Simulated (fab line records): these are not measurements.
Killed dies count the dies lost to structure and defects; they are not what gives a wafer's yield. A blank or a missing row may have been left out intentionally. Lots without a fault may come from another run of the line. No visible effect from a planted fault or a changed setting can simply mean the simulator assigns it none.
fab line records    flow rit_cmos
record: lots: 5  wafers: 15  last_day: 8
route steps=202 shown GATE@77 FOX2@80 M1@202
lots untouched by any fault: they come from a run of this same line in which no faults occurred
start_h: hours from the record's opening day to when the first of the lot's shown wafers began    wait_h: time in hours since the lot's previous step    " unchanged from the row above    L1.1+2: a row that stands for several wafers    - no value present, or no start provided    * or withheld: withheld    < > ~ a bound
route shown NAME@n: a module of which the file shows steps, and the number in the route of the first    usual: mean/standard deviation of fault-free wafers    same: alike in all rows    chamber/n: place in a boat    sites: readings site by site    _std_site: standard deviation across them    _edge_site: inner sites' mean taken away from outer sites' mean    radius_mm: for every site, how far away it sits from the centre of the wafer    mask NAME#n: copy n    behind: the last tool/chamber to shape the wafer    hold: cause of the lot's hold/its duration in hours/its outcome    device: whichever transistor did not switch (one of n, p or np)    end of line: the route-end tests of the same wafers    a step given without rows: its recipe and nothing more    killed: count of dies lost to structure and defects at first sort (not the wafer's yield)    map: shows each die of a wafer: x if killed, . if not, _ if none is there
set.NAME: the setting the step ran with; set.NAME@STEP: the setting that earlier step ran with    model.NAME: the simulator's own value behind a step, which no gauge read
lots at some steps of the route; a table a step, a row a wafer
services: from which hour (start_h, from the record's first day; less than 0 if before it) a tool's chamber was out of use, for how many hours, and why
== steps ==
step: RIT_GATE_CLEAN_02
recipe: chemistry: dHF  dilution: 50:1  time_s: 30
step: RIT_GATE_CLEAN_03
recipe: chemistry: SC2  mix: 3:3:50  time_s: 600  temp_c: 75  dry: n2_spin
step: RIT_GATE_CLEAN_04
recipe: chemistry: dHF  dilution: 50:1  time_s: 60  dry: n2_spin
step: RIT_FOX2_THK_MEAS_91
recipe: reads: SiO2_of_FOX2_OXIDATION_00
usual: FIELD_OXIDE_LEFT_2_THK: 257/7.5
lot.wafer  tool           chamber  start_h  wait_h  FIELD_OXIDE_LEFT_2_THK[nm]
L653.1     film_metro-01  -        63.59    0.0     257
L653.3     "              -        "        "       255
L653.6     "              -        "        "       258
L655.1     film_metro-01  -        73.85    0.0     274
L655.5     "              -        "        "       268
L655.6     "              -        "        "       267
L658.1     film_metro-01  -        88.54    0.0     256
L658.3     "              -        "        "       259
L658.4     "              -        "        "       258
L668.2     film_metro-04  -        146.51   0.0     252
L668.3     "              -        "        "       253
L668.4     "              -        "        "       253
L669.1     film_metro-02  -        151.41   0.0     255
L669.2     "              -        "        "       256
L669.3     "              -        "        "       254
step: RIT_GATE_OXIDATION_05
recipe: temp_c: 900  ambient: O2  target_thk_a: 30  ox_time_s: 270
step: RIT_GATE_ANNEAL_06
recipe: temp_c: 900  time_s: 600  ambient: N2O
step: RIT_GATE_THK_MEAS_07
recipe: reads: SiO2_of_GATE_OXIDATION_05
usual: GATE_OXIDE_THK: 3.02/0.059
lot.wafer  tool           chamber  start_h  wait_h  GATE_OXIDE_THK[nm]
L653.1     film_metro-04  -        65.14    0.0     2.99
L653.3     "              -        "        "       3.02
L653.6     "              -        "        "       2.99
L655.1     film_metro-01  -        75.23    0.0     3.10
L655.5     "              -        "        "       3.07
L655.6     "              -        "        "       3.06
L658.1     film_metro-02  -        90.55    0.0     3.03
L658.3     "              -        "        "       3.04
L658.4     "              -        "        "       3.09
L668.2     film_metro-04  -        151.03   0.0     3.04
L668.3     "              -        "        "       3.03
L668.4     "              -        "        "       3.01
L669.1     film_metro-02  -        155.25   0.0     3.08
L669.2     "              -        "        "       3.09
L669.3     "              -        "        "       3.03
step: RIT_GATE_CVD_08
recipe: material: poly-Si  target_thk_nm: 250  temp_c: 610  precursor: SiH4  time_s: 2220  pressure_mtorr: 300  sih4_flow_sccm: 100
step: RIT_GATE_THK_MEAS_09
recipe: reads: poly-Si_of_GATE_CVD_08
usual: GATE_POLY_THK: 250.1/1.7
lot.wafer  tool           chamber  start_h  wait_h  GATE_POLY_THK[nm]
L653.1     film_metro-04  -        67.06    0.0     247.4
L653.3     "              -        "        "       247.9
L653.6     "              -        "        "       249.6
L655.1     film_metro-04  -        76.91    0.0     251.2
L655.5     "              -        "        "       252.6
L655.6     "              -        "        "       249.9
L658.1     film_metro-01  -        92.23    0.0     252.2
L658.3     "              -        "        "       250.4
L658.4     "              -        "        "       252.7
L668.2     film_metro-04  -        152.71   0.0     249.3
L668.3     "              -        "        "       249.2
L668.4     "              -        "        "       249.7
L669.1     film_metro-01  -        157.97   0.0     250.0
L669.2     "              -        "        "       249.3
L669.3     "              -        "        "       250.9
step: RIT_GATE_HMDS_10
recipe: prime_time_s: 60  prime_temp_c: 140
step: RIT_GATE_COAT_11
recipe: resist: NOVOLAK  spin_rpm: 4250  resist_thk_nm: 850
step: RIT_GATE_SOFTBAKE_12
recipe: resist: NOVOLAK  temp_c: 90  time_s: 60
step: RIT_GATE_EXPOSE_13
recipe: mask_id: M6  na: 0.6  source_shape: conventional  sigma_outer: 0.6  target_cd_nm: 150  dose_mj: 380
usual: exposure_dose_mJ_cm2: 379.8/0.38  stage_vel_mm_s: 499.96/0.25
lot.wafer  tool              chamber  start_h  wait_h  mask  exposure_dose_mJ_cm2  stage_vel_mm_s
L653.1     iline_stepper-01  0        68.12    0.5     M6#0  380.1                 499.96
L653.3     "                 0        "        "       M6#0  379.6                 500.07
L653.6     "                 0        "        "       M6#0  380.4                 500.07
L655.1     iline_stepper-02  0        77.55    0.2     M6#0  379.9                 499.77
L655.5     "                 0        "        "       M6#0  379.1                 499.74
L655.6     "                 0        "        "       M6#0  379.4                 499.85
L658.1     iline_stepper-01  0        92.98    0.2     M6#0  379.5                 499.73
L658.3     "                 0        "        "       M6#0  379.8                 499.83
L658.4     "                 0        "        "       M6#0  379.8                 499.76
L668.2     iline_stepper-01  0        153.35   0.2     M6#0  368.6                 499.60
L668.3     "                 0        "        "       M6#0  368.8                 499.95
L668.4     "                 0        "        "       M6#0  368.6                 499.93
L669.1     iline_stepper-02  0        158.76   0.2     M6#0  379.4                 499.73
L669.2     "                 0        "        "       M6#0  379.4                 500.27
L669.3     "                 0        "        "       M6#0  379.4                 500.03
step: RIT_GATE_PEB_14
recipe: resist: NOVOLAK  temp_c: withheld  time_s: withheld
step: RIT_GATE_DEVELOP_15
recipe: resist: NOVOLAK  develop_time_s: 50  dev_temp_c: 23
step: RIT_GATE_CD_MEAS_16
recipe: target_cd_nm: 150
usual: cd_nm: 149.4/2.5
lot.wafer  tool       chamber  start_h  wait_h  cd_nm
L653.1     cd_sem-02  -        68.52    -       150.7
L653.3     "          -        "        "       150.2
L653.6     "          -        "        "       153.2
L655.1     cd_sem-01  -        77.95    -       154.4
L655.5     "          -        "        "       153.3
L655.6     "          -        "        "       151.4
L658.1     cd_sem-02  -        93.38    -       152.6
L658.3     "          -        "        "       149.1
L658.4     "          -        "        "       150.6
L668.2     cd_sem-01  -        153.79   -       36.2
L668.3     "          -        "        "       145.8
L668.4     "          -        "        "       107.6
L669.1     cd_sem-02  -        159.16   -       148.4
L669.2     "          -        "        "       148.9
L669.3     "          -        "        "       149.0
step: RIT_GATE_OVL_MEAS_17
usual: GATE_OVL: 0.5/1.2
lot.wafer  tool        chamber  start_h  wait_h  GATE_OVL[nm]
L653.1     overlay-02  -        68.64    0.1     0.3
L653.3     "           -        "        "       0.5
L653.6     "           -        "        "       1.3
L655.1     overlay-01  -        78.07    0.1     0.0
L655.5     "           -        "        "       -1.4
L655.6     "           -        "        "       -0.6
L658.1     overlay-02  -        93.50    0.1     -1.2
L658.3     "           -        "        "       -0.1
L658.4     "           -        "        "       -0.1
L668.2     overlay-01  -        153.90   0.1     -2.0
L668.3     "           -        "        "       0.6
L668.4     "           -        "        "       -0.6
L669.1     overlay-01  -        159.28   0.1     1.3
L669.2     "           -        "        "       1.9
L669.3     "           -        "        "       3.3
step: RIT_GATE_HARDBAKE_18
recipe: resist: NOVOLAK  temp_c: 140  time_s: 60
step: RIT_GATE_ETCH_19
recipe: chemistry: SF6/CHF3/O2  time_s: 165  SF6_flow_sccm: 30  CHF3_flow_sccm: 30  O2_flow_sccm: 5  target: poly-Si  pressure_mtorr: 40  rf_w: 160  target_depth_a: 3125  over_etch_frac: 0.25  stop_on: SiO2
usual: drypump_motor_current_A: 5.9/0.41  oes_product_au: 0.849/0.012  throttle_valve_pct: 10.29/0.14
same: time_s: 165
lot.wafer  tool       chamber  start_h  wait_h  drypump_motor_current_A  oes_product_au  rf_hours_counter_h  throttle_valve_pct  model.GATE.cd_nm
L653.1     rie_si-02  3        68.82    0.1     5.6                      0.837           28                  10.33               150.8
L653.3     "          2        "        "       6.6                      0.860           129                 10.58               150.4
L653.6     "          2        "        "       6.6                      0.862           -                   10.56               153.1
L655.1     rie_si-01  3        78.25    0.1     5.5                      0.830           109                 10.32               154.5
L655.5     "          1        "        "       5.8                      0.865           -                   10.23               153.4
L655.6     "          2        "        "       5.9                      0.848           -                   10.04               151.3
L658.1     rie_si-02  2        93.68    0.1     6.6                      0.875           129                 10.56               152.6
L658.3     "          3        "        "       5.6                      0.848           28                  10.33               148.8
L658.4     "          0        "        "       6.5                      0.852           8                   10.20               150.6
L668.2     rie_si-02  2        154.08   0.1     6.6                      0.866           130                 10.57               36.41
L668.3     "          0        "        "       6.5                      0.852           8                   10.20               145.8
L668.4     "          1        "        "       5.6                      0.847           122                 10.33               107.8
L669.1     rie_si-01  0        159.46   0.1     5.6                      0.841           54                  10.17               148.4
L669.2     "          1        "        "       5.8                      0.851           131                 10.25               148.8
L669.3     "          3        "        "       5.5                      0.836           109                 10.35               149.3
step: RIT_GATE_STRIP_20
recipe: chemistry: O2  time_s: 180  resist: NOVOLAK  platen_temp_c: withheld  power_w: 500  pressure_mtorr: 4000  o2_flow_sccm: 4000
usual: drypump_motor_current_A: 5.8/0.49  o2_flow_sccm: 4000/12
same: time_s: 180
lot.wafer  tool             chamber  start_h  wait_h  drypump_motor_current_A  o2_flow_sccm  rf_hours_counter_h
L653.1     plasma_asher-04  0        68.93    0.1     6.2                      3990          42
L653.3     "                0        "        "       6.2                      3991          -
L653.6     "                0        "        "       6.2                      4003          -
L655.1     plasma_asher-01  0        78.36    0.1     5.5                      3989          29
L655.5     "                0        "        "       5.5                      3996          -
L655.6     "                1        "        "       5.0                      3998          -
L658.1     plasma_asher-01  0        93.79    0.1     5.5                      4002          31
L658.3     "                1        "        "       5.0                      4003          -
L658.4     "                0        "        "       5.5                      4000          -
L668.2     plasma_asher-01  1        154.19   0.1     5.0                      4002          36
L668.3     "                1        "        "       5.0                      4018          -
L668.4     "                0        "        "       5.5                      4004          -
L669.1     plasma_asher-03  1        159.57   0.1     5.9                      4016          4
L669.2     "                0        "        "       6.0                      4008          4
L669.3     "                1        "        "       5.9                      3978          -
step: RIT_M1_PROBE_99
usual: killed_at_M0_to_M3: 0.0/0.12  killed_at_front_end: 7/3  killed_dies: 7/3  killed_on_rim: 2.1/1.6  killed_open: 3.4/1.8  killed_short: 3.8/2.1
same: gross_dies: 264  killed_at_M4_up: 0  killed_at_back_side: 0  killed_at_contacts: 0  killed_at_other: 0
lot.wafer  tool       chamber  start_h  wait_h  killed_at_M0_to_M3  killed_at_front_end  killed_dies  killed_on_rim  killed_open  killed_short
L653.1     prober-01  -        90.63    0.1     0                   8                    8            3              4            4
L653.3     prober-01  -        90.73    0.2     0                   7                    7            1              2            5
L653.6     prober-01  -        90.88    0.2     1                   9                    10           2              4            6
L655.1     prober-02  -        100.05   0.1     0                   8                    8            4              3            5
L655.5     prober-02  -        100.25   0.2     0                   5                    5            0              2            3
L655.6     prober-02  -        100.30   0.2     0                   5                    5            3              3            2
L658.1     prober-01  -        114.07   0.1     0                   12                   12           4              1            11
L658.3     prober-01  -        114.17   0.2     0                   9                    9            3              5            4
L658.4     prober-01  -        114.22   0.2     0                   8                    8            3              4            4
L668.2     prober-01  -        174.01   0.1     0                   264                  264          70             4            7
L668.3     prober-01  -        174.06   0.2     0                   10                   10           2              5            5
L668.4     prober-01  -        174.11   0.2     0                   264                  264          70             1            1
L669.1     prober-02  -        183.21   0.1     0                   5                    5            1              3            2
L669.2     prober-02  -        183.26   0.1     0                   4                    4            0              4            0
L669.3     prober-02  -        183.31   0.2     0                   5                    5            0              1            4
killed by level:class
L653.1 GATE:geometric_particle:short=4 FOX1:geometric_particle:open=2 GATE:geometric_particle:open=1 SPACER:geometric_particle:open=1
L653.3 GATE:geometric_particle:short=2 FOX1:geometric_particle:short=1 FOX1:geometric_particle:open=1 SPACER:geometric_particle:short=1 SILICIDE:geometric_particle:open=1 SILICIDE:geometric_particle:short=1
L653.6 FOX1:geometric_particle:open=2 GATE:geometric_particle:open=2 GATE:geometric_particle:short=2 FOX1:geometric_particle:short=1 REOX:geometric_particle:short=1 SILICIDE:geometric_particle:short=1 M1:geometric_particle:short=1
L655.1 GATE:geometric_particle:open=2 FOX1:geometric_particle:short=1 GATE:geometric_particle:short=1 REOX:geometric_particle:short=1 SPACER:geometric_particle:short=1 SILICIDE:geometric_particle:open=1 SILICIDE:geometric_particle:short=1
L655.5 GATE:geometric_particle:open=1 GATE:geometric_particle:short=1 SPACER:geometric_particle:open=1 SPACER:geometric_particle:short=1 SILICIDE:geometric_particle:short=1
L655.6 FOX2:geometric_particle:short=1 GATE:geometric_particle:short=1 GATE:geometric_particle:open=1 REOX:geometric_particle:open=1 SPACER:geometric_particle:open=1
L658.1 GATE:geometric_particle:short=4 SILICIDE:geometric_particle:short=4 FOX2:geometric_particle:short=2 FOX1:geometric_particle:short=1 GATE:geometric_particle:open=1
L658.3 GATE:geometric_particle:open=4 FOX1:geometric_particle:short=2 GATE:geometric_particle:short=2 FOX1:geometric_particle:open=1
L658.4 GATE:geometric_particle:short=3 FOX1:geometric_particle:open=1 GATE:geometric_particle:open=1 REOX:geometric_particle:open=1 SILICIDE:geometric_particle:open=1 SILICIDE:geometric_particle:short=1
L668.2 GATE:area_expose=253 GATE:geometric_particle:short=5 GATE:geometric_particle:open=2 FOX2:geometric_particle:open=1 REOX:geometric_particle:short=1 REOX:geometric_particle:open=1 SILICIDE:geometric_particle:short=1
L668.3 GATE:geometric_particle:open=4 GATE:geometric_particle:short=3 REOX:geometric_particle:short=1 REOX:geometric_particle:open=1 SILICIDE:geometric_particle:short=1
L668.4 GATE:area_expose=262 GATE:geometric_particle:short=1 GATE:geometric_particle:open=1
L669.1 SILICIDE:geometric_particle:open=2 GATE:geometric_particle:open=1 GATE:geometric_particle:short=1 SPACER:geometric_particle:short=1
L669.2 GATE:geometric_particle:open=3 FOX1:geometric_particle:open=1
L669.3 SILICIDE:geometric_particle:short=3 GATE:geometric_particle:short=1 SPACER:geometric_particle:open=1
map L668.2 (x killed, . not)
________xxxxxxx_______
_____xxxxxxxxxxxxx____
____xxxxxxxxxxxxxxx___
___xxxxxxxxxxxxxxxxx__
__xxxxxxxxxxxxxxxxxxx_
__xxxxxxxxxxxxxxxxxxx_
_xxxxxxxxxxxxxxxxxxxxx
_xxxxxxxxxxxxxxxxxxxxx
_xxxxxxxxxxxxxxxxxxxxx
_xxxxxxxxxxxxxxxxxxxxx
__xxxxxxxxxxxxxxxxxxx_
__xxxxxxxxxxxxxxxxxxx_
___xxxxxxxxxxxxxxxxx__
____xxxxxxxxxxxxxxx___
_____xxxxxxxxxxxxx____
________xxxxxxx_______
map L653.6 (x killed, . not)
________......._______
_____............x____
____...........x...___
___.................__
__............x......_
__.........x........._
_...x.................
_.....................
_.......x.............
_.........x......x....
__x.................._
__..................._
___.................__
____.......x.......___
_____.............____
________......._______
== services ==
tool              chamber  start_h  hours  kind
iline_stepper-01  0        51.18    -      calibration
plasma_asher-03   -        76.25    2.9    repair
iline_stepper-01  -        76.63    1.7    pm
plasma_asher-04   -        78.88    2.8    pm
plasma_asher-03   -        108.75   9.0    pm
plasma_asher-03   0        108.75   9.0    vent_cycle
plasma_asher-03   1        108.75   9.0    vent_cycle
iline_stepper-02  -        110.73   1.7    repair
plasma_asher-03   -        116.03   0.7    repair
plasma_asher-03   0        117.75   -      clean
plasma_asher-03   1        117.75   -      clean
rie_si-01         2        125.48   40.6   repair
plasma_asher-01   -        136.21   0.6    repair
rie_si-01         -        156.58   1.3    repair
== key ==
first_sign: step: RIT_GATE_EXPOSE_13  reading: exposure_dose_mJ_cm2  direction: down  sigmas: 29  usual: 379.8  struck: 368.7
effect: step: RIT_GATE_CD_MEAS_16  reading: cd_nm  direction: down  sigmas: 21  usual: 149.4  struck: 96.5  wafers_moved: 2  through: control_loop
effect: step: RIT_M1_PROBE_99  reading: killed_at_front_end  direction: up  sigmas: 57  usual: 7  struck: 179  wafers_moved: 2
model_effect: step: RIT_GATE_ETCH_19  value: GATE.cd_nm  without: 150  struck: 96.68
more_kills_born_at: RIT_GATE_EXPOSE_13@iline_stepper-01: 516
met_at RIT_GATE_EXPOSE_13
struck_wafers L668.2,L668.3,L668.4
later_rows_left_out L668.2,L668.4
tester_left_out L668
loop_trim: step: RIT_GATE_EXPOSE_13  setting: dose  lots: L668
onset_between 92.98 153.35
fault: kind: process_parameter_drift  tool: iline_stepper-01  chamber: -  onset_h: 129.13  steps: RIT_GATE_EXPOSE_13  channel: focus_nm  offset: 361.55  spread_by_wafer: 0.3  shape: step  end_h: 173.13
tester_left_out: of these lots the tester's yield and bins aren't shown, on N5 and GAA mostly nor the transistor test; their killed dies are dies lost to structure and defects alone, not to doping, threshold or leakage, so they don't give the yield
later_rows_left_out: the simulator's readings of these wafers behind a module that went badly wrong aren't trusted and aren't shown, but for the sort
loop_trim: a control loop set the setting to another value than it would have without faults
